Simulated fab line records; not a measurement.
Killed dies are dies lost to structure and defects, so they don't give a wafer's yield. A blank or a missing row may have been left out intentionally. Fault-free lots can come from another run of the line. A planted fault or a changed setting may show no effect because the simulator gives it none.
fab line records	flow berkeley_cmos170
record: lots: 14	wafers: 42	last_day: 12
route steps=331 shown V1@256
lots that met no fault: from a run of the same line without faults
start_h: the number of hours between the record's first day and the start of the first shown wafer of the lot	wait_h: hours since the lot's step before	" repeats the value in the row above	L1.1+2: several wafers, shown together as one row	- value missing, or start not given	* or withheld: withheld	< > ~ a bound
route shown NAME@n: a module of which the file shows steps, and the number in the route of the first	usual: mean and standard deviation over wafers with no fault	same: alike in all rows	chamber/n: place in a boat	sites: per-site readings	_std_site: the values' standard deviation	_edge_site: mean of outer sites minus mean of inner sites	radius_mm: for every site, how far away it sits from the centre of the wafer	mask NAME#n: copy n	behind: tool/chamber where the wafer was last shaped	hold: why the lot was held/for how many hours/how that ended	device: names the non-switching transistor (n, p or np)	end of line: tests run on the same wafers once the route is complete	step lacking rows: just its recipe	killed: dies lost to structure and defects at the first sort, not the wafer's yield	map: the dies of a wafer, with x for killed, . for not killed, _ for no die there
set.NAME: the setting as run; set.NAME@STEP: as run at that earlier step	model.NAME: the simulator's own value behind a step, which no gauge read
route steps across a sampled set of lots; one table per step, one row per wafer
services: from which hour (start_h, from the record's first day; less than 0 if before it) a tool's chamber was out of use, for how many hours, and why
== steps ==
step: UCB170_V1_CMP_02
recipe: material: SiO2	down_force_psi: 6	platen_rpm: 60	pad_velocity_m_s: 0.75398
usual: edge_zone_pressure_frac: 1.000/0.005	head_pressure_psi: 6.001/0.012	motor_current_A: 16.0/1
lot.wafer	tool	chamber	start_h	wait_h	edge_zone_pressure_frac	head_pressure_psi	motor_current_A
L531.4	cmp-02	2	152.22	0.1	1.010	6.012	14.9
L531.3	"	3	"	"	0.994	5.994	15.5
L531.2	"	0	"	"	0.998	6.001	17.7
L532.2	cmp-01	2	167.75	0.0	1.004	5.996	15.8
L532.4	"	1	"	"	1.003	6.011	17.3
L532.6	"	3	"	"	1.002	6.020	15.5
L533.3	cmp-02	1	167.75	0.0	0.994	5.990	13.8
L533.1	"	0	"	"	0.995	5.988	17.9
L533.5	"	1	"	"	1.002	5.976	14.0
L534.4	cmp-01	3	184.30	0.0	1.003	5.999	15.0
L534.1	"	0	"	"	1.002	6.017	16.7
L534.6	"	3	"	"	1.001	5.995	15.7
L536.2	cmp-02	2	184.40	0.1	1.007	5.997	15.5
L536.3	"	3	"	"	1.002	6.005	15.8
L536.6	"	0	"	"	0.999	5.996	16.0
L537.2	cmp-02	1	190.94	0.1	1.002	6.004	15.2
L537.4	"	2	"	"	1.003	5.995	15.0
L537.6	"	0	"	"	1.001	5.998	17.1
L541.4	cmp-02	2	215.63	0.1	-	-	-
L541.3	"	3	"	"	-	-	-
L541.5	"	0	"	"	-	-	-
L543.4	cmp-01	0	215.68	0.2	-	-	-
L543.6	"	1	"	"	-	-	-
L543.5	"	2	"	"	-	-	-
L548.2	cmp-01	1	231.90	0.0	1.002	6.027	17.1
L548.3	"	2	"	"	0.992	5.989	16.7
L548.1	"	3	"	"	1.008	6.015	15.8
L547.3	cmp-01	2	233.97	0.2	1.012	6.013	16.0
L547.5	"	3	"	"	1.004	6.011	16.0
L547.6	"	0	"	"	0.998	6.007	16.4
L550.3	cmp-02	0	255.46	0.0	0.999	5.984	17.4
L550.4	"	3	"	"	1.006	6.009	16.1
L550.6	"	1	"	"	1.000	5.990	15.0
L551.3	cmp-01	3	258.95	0.2	1.005	6.002	15.9
L551.5	"	0	"	"	1.003	6.011	16.7
L551.6	"	1	"	"	0.992	6.002	17.9
L553.1	cmp-02	1	261.43	0.1	0.995	6.005	14.7
L553.2	"	2	"	"	1.003	6.004	13.5
L553.6	"	0	"	"	0.992	5.992	17.3
L554.1	cmp-01	0	265.88	0.1	1.001	6.013	16.4
L554.4	"	2	"	"	1.001	5.989	17.0
L554.6	"	0	"	"	0.998	6.007	16.1
step: UCB170_V1_BOW_MEAS_03
recipe: mode: bow
usual: V1_BOW: 18/6.8
lot.wafer	tool	chamber	start_h	wait_h	V1_BOW[um]
L531.2	film_metro-04	-	152.49	0.1	15
L531.3	"	-	"	"	10
L531.4	"	-	"	"	18
L533.1	film_metro-04	-	168.05	0.1	26
L533.3	"	-	"	"	14
L533.5	"	-	"	"	21
L532.2	film_metro-02	-	168.07	0.3	18
L532.4	"	-	"	"	14
L532.6	"	-	"	"	16
L534.1	film_metro-01	-	184.60	0.2	24
L534.4	"	-	"	"	27
L534.6	"	-	"	"	27
L536.2	film_metro-04	-	184.62	0.2	25
L536.3	"	-	"	"	11
L536.6	"	-	"	"	21
L537.2	film_metro-04	-	191.21	0.2	21
L537.4	"	-	"	"	19
L537.6	"	-	"	"	25
L541.3	film_metro-04	-	215.87	0.1	43
L541.4	"	-	"	"	42
L541.5	"	-	"	"	30
L543.4	film_metro-01	-	215.89	0.2	33
L543.5	"	-	"	"	44
L543.6	"	-	"	"	27
L548.1	film_metro-04	-	232.20	0.1	31
L548.2	"	-	"	"	27
L548.3	"	-	"	"	18
L547.3	film_metro-04	-	234.16	0.1	20
L547.5	"	-	"	"	6
L547.6	"	-	"	"	18
L550.3	film_metro-01	-	255.80	0.3	13
L550.4	"	-	"	"	15
L550.6	"	-	"	"	15
L551.3	film_metro-01	-	259.14	0.1	14
L551.5	"	-	"	"	11
L551.6	"	-	"	"	12
L553.1	film_metro-01	-	261.68	0.2	19
L553.2	"	-	"	"	20
L553.6	"	-	"	"	7
L554.1	film_metro-01	-	266.13	0.2	23
L554.4	"	-	"	"	18
L554.6	"	-	"	"	16
step: UCB170_V1_THK_MEAS_04
recipe: reads: SiO2_of_V1_CVD_00
usual: V1_POLISHED_THK: 1000.0/1
lot.wafer	tool	chamber	start_h	wait_h	V1_POLISHED_THK[nm]
L531.2	film_metro-04	-	152.60	0.1	999.4
L531.3	"	-	"	"	999.1
L531.4	"	-	"	"	999.0
L533.1	film_metro-04	-	168.17	0.1	1000.5
L533.3	"	-	"	"	1001.1
L533.5	"	-	"	"	1001.6
L532.2	film_metro-02	-	168.18	0.1	998.4
L532.4	"	-	"	"	1000.0
L532.6	"	-	"	"	1000.4
L534.1	film_metro-01	-	184.72	0.1	1001.9
L534.4	"	-	"	"	999.0
L534.6	"	-	"	"	998.2
L536.2	film_metro-04	-	184.73	0.1	1000.5
L536.3	"	-	"	"	999.6
L536.6	"	-	"	"	1000.1
L537.2	film_metro-04	-	191.32	0.1	999.9
L537.4	"	-	"	"	1000.2
L537.6	"	-	"	"	1000.4
L541.3	film_metro-04	-	215.97	0.1	1978.0
L541.4	"	-	"	"	1986.2
L541.5	"	-	"	"	2035.1
L543.4	film_metro-01	-	215.98	0.1	2018.8
L543.5	"	-	"	"	2064.3
L543.6	"	-	"	"	2054.5
L548.1	film_metro-04	-	232.32	0.1	1002.2
L548.2	"	-	"	"	1000.9
L548.3	"	-	"	"	1000.1
L547.3	film_metro-04	-	234.26	0.1	1000.3
L547.5	"	-	"	"	999.8
L547.6	"	-	"	"	999.4
L550.3	film_metro-01	-	255.90	0.1	999.8
L550.4	"	-	"	"	1000.3
L550.6	"	-	"	"	998.9
L551.3	film_metro-01	-	259.24	0.1	999.7
L551.5	"	-	"	"	999.5
L551.6	"	-	"	"	1000.8
L553.1	film_metro-01	-	261.80	0.1	1002.2
L553.2	"	-	"	"	1000.6
L553.6	"	-	"	"	1000.6
L554.1	film_metro-01	-	266.25	0.1	1001.9
L554.4	"	-	"	"	1000.0
L554.6	"	-	"	"	1000.0
step: UCB170_V1_ETCH_14
recipe: chemistry: CHF3/CF4/Ar	target: SiO2	stop_on: Al	CHF3_flow_sccm: 45	cf4_flow_sccm: 15	Ar_flow_sccm: 150	pressure_mtorr: 200	rf_w: 700	target_depth_a: 12500	over_etch_frac: 0.25	time_s: 301.6
usual: CHF3_flow_sccm: 45.02/0.15	drypump_motor_current_A: 6.1/0.42	mfc_ar_sccm: 150.0/0.45	oes_product_au: 0.880/0.012	throttle_valve_pct: 7.00/0.13
lot.wafer	tool	chamber	start_h	wait_h	CHF3_flow_sccm	drypump_motor_current_A	mfc_ar_sccm	oes_product_au	rf_hours_counter_h	throttle_valve_pct
L531.2	rie_diel-01	1	157.17	0.0	45.01	5.3	149.9	0.853	33	6.95
L531.3	"	3	"	"	45.14	6.4	149.6	0.886	1	7.01
L531.4	"	1	"	"	45.07	5.3	149.7	0.857	-	6.95
L533.1	rie_diel-03	3	172.52	0.0	45.15	6.1	150.7	0.894	112	6.72
L533.3	"	2	"	"	45.29	6.6	149.5	0.882	66	7.12
L533.5	"	3	"	"	45.10	6.1	150.7	0.892	-	6.73
L532.2	rie_diel-02	3	172.97	0.0	44.87	6.5	150.2	0.879	84	6.96
L532.4	"	0	"	"	44.85	5.8	150.3	0.867	128	7.07
L532.6	"	3	"	"	44.96	6.5	150.9	0.872	-	6.96
L536.2	rie_diel-03	0	188.92	0.0	44.80	6.3	150.1	0.894	151	7.06
L536.3	"	2	"	"	45.12	6.6	149.9	0.872	67	7.11
L536.6	"	3	"	"	45.04	6.1	151.0	0.887	-	6.72
L534.1	rie_diel-02	2	189.32	0.0	44.89	6.2	150.5	0.881	43	7.23
L534.4	"	3	"	"	44.94	6.5	149.7	0.866	85	6.96
L534.6	"	3	"	"	44.97	6.5	150.2	0.876	-	6.96
L537.2	rie_diel-01	2	194.08	0.0	44.82	5.8	149.9	0.881	20	7.08
L537.4	"	0	"	"	44.99	6.0	151.0	0.881	-	6.86
L537.6	"	1	"	"	45.15	5.3	150.3	0.860	-	6.97
L543.4	rie_diel-01	3	218.09	0.0	45.15	6.5	149.9	1.647	3	7.05
L543.5	"	1	"	"	45.17	5.3	150.1	1.568	-	7.01
L543.6	"	2	"	"	45.14	5.8	149.4	1.645	-	7.11
L541.3	rie_diel-02	2	218.31	0.0	45.18	6.1	149.9	1.667	45	7.25
L541.4	"	0	"	"	45.17	5.8	150.7	1.612	130	7.12
L541.5	"	3	"	"	45.25	6.5	150.2	1.627	-	7.00
L548.1	rie_diel-02	0	235.96	0.0	45.08	5.8	149.5	0.879	131	7.08
L548.2	"	1	"	"	45.02	6.5	150.2	0.901	58	6.90
L548.3	"	3	"	"	44.97	6.5	150.0	0.874	88	6.96
L547.3	rie_diel-01	3	236.47	0.0	44.85	6.4	149.8	0.885	4	7.02
L547.5	"	3	"	"	44.91	6.5	149.3	0.892	-	7.01
L547.6	"	2	"	"	45.13	5.8	149.2	0.892	-	7.06
L550.3	rie_diel-02	0	261.23	0.0	45.12	5.8	149.3	0.876	133	7.07
L550.4	"	1	"	"	44.82	6.5	149.1	0.892	59	6.89
L550.6	"	0	"	"	45.05	5.8	150.2	0.863	-	7.07
L551.3	rie_diel-01	3	261.28	0.0	44.82	6.4	149.9	0.890	5	7.01
L551.5	"	1	"	"	44.81	5.3	150.3	0.855	-	6.95
L551.6	"	0	"	"	45.07	6.0	150.4	0.872	-	6.84
L553.1	rie_diel-03	2	263.53	0.0	45.21	6.7	149.2	0.881	71	7.11
L553.2	"	0	"	"	45.09	6.2	150.0	0.868	3	7.08
L553.6	"	2	"	"	45.13	6.7	149.3	0.878	-	7.14
L554.1	rie_diel-02	0	267.83	0.0	44.89	5.8	149.1	0.869	133	7.06
L554.4	"	2	"	"	45.03	6.0	149.6	0.880	47	7.21
L554.6	"	2	"	"	45.01	6.1	149.1	0.889	-	7.21
== services ==
tool	chamber	start_h	hours	kind
rie_diel-03	3	138.22	5.9	repair
rie_diel-03	2	149.25	5.5	repair
rie_diel-03	0	152.20	10.0	repair
rie_diel-01	2	155.15	9.8	repair
cmp-01	-	158.00	1.3	repair
rie_diel-01	3	172.85	21.7	repair
rie_diel-03	0	190.45	-	clean
rie_diel-03	0	190.45	11.7	scheduled_down
rie_diel-03	0	190.45	11.7	vent_cycle
cmp-01	-	202.38	0.4	repair
rie_diel-03	-	207.88	3.7	repair
cmp-02	-	209.65	4.4	pm
cmp-02	-	232.20	4.0	pm
cmp-02	-	235.14	6.1	repair
cmp-01	-	235.22	2.6	repair
cmp-02	-	236.20	-	consumable_replace:conditioner
cmp-02	-	236.20	-	consumable_replace:pad
rie_diel-03	1	240.79	5.6	repair
rie_diel-03	1	260.20	5.4	repair
== key ==
first_sign: step: UCB170_V1_CMP_02	reading: tool_record	direction: missing
effect: step: UCB170_V1_BOW_MEAS_03	reading: V1_BOW	direction: up	sigmas: 2.7	usual: 18	struck: 36
effect: step: UCB170_V1_THK_MEAS_04	reading: V1_POLISHED_THK	direction: up	sigmas: 99+	usual: 1000.0	struck: 2022.8
effect: step: UCB170_V1_ETCH_14	reading: oes_product_au	direction: up	sigmas: 61	usual: 0.880	struck: 1.628
met_at UCB170_V1_CMP_02
struck_lots L541,L543
later_rows_left_out L541.3,L541.4,L541.5,L543.4,L543.5,L543.6
sort_left_out L541.3,L541.4,L541.5,L543.4,L543.5,L543.6
onset_between 190.94 215.63
fault: kind: skipped_step_whole	tool: cmp-01,cmp-02	chamber: -	onset_h: 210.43	steps: UCB170_V1_CMP_02	scope: struck_lots_only
sort_left_out: the simulated sort isn't trusted on such a fault, so these wafers' sort isn't shown, and their yield isn't known
later_rows_left_out: the simulator's readings of these wafers behind a module that went badly wrong aren't trusted and aren't shown, but for the sort
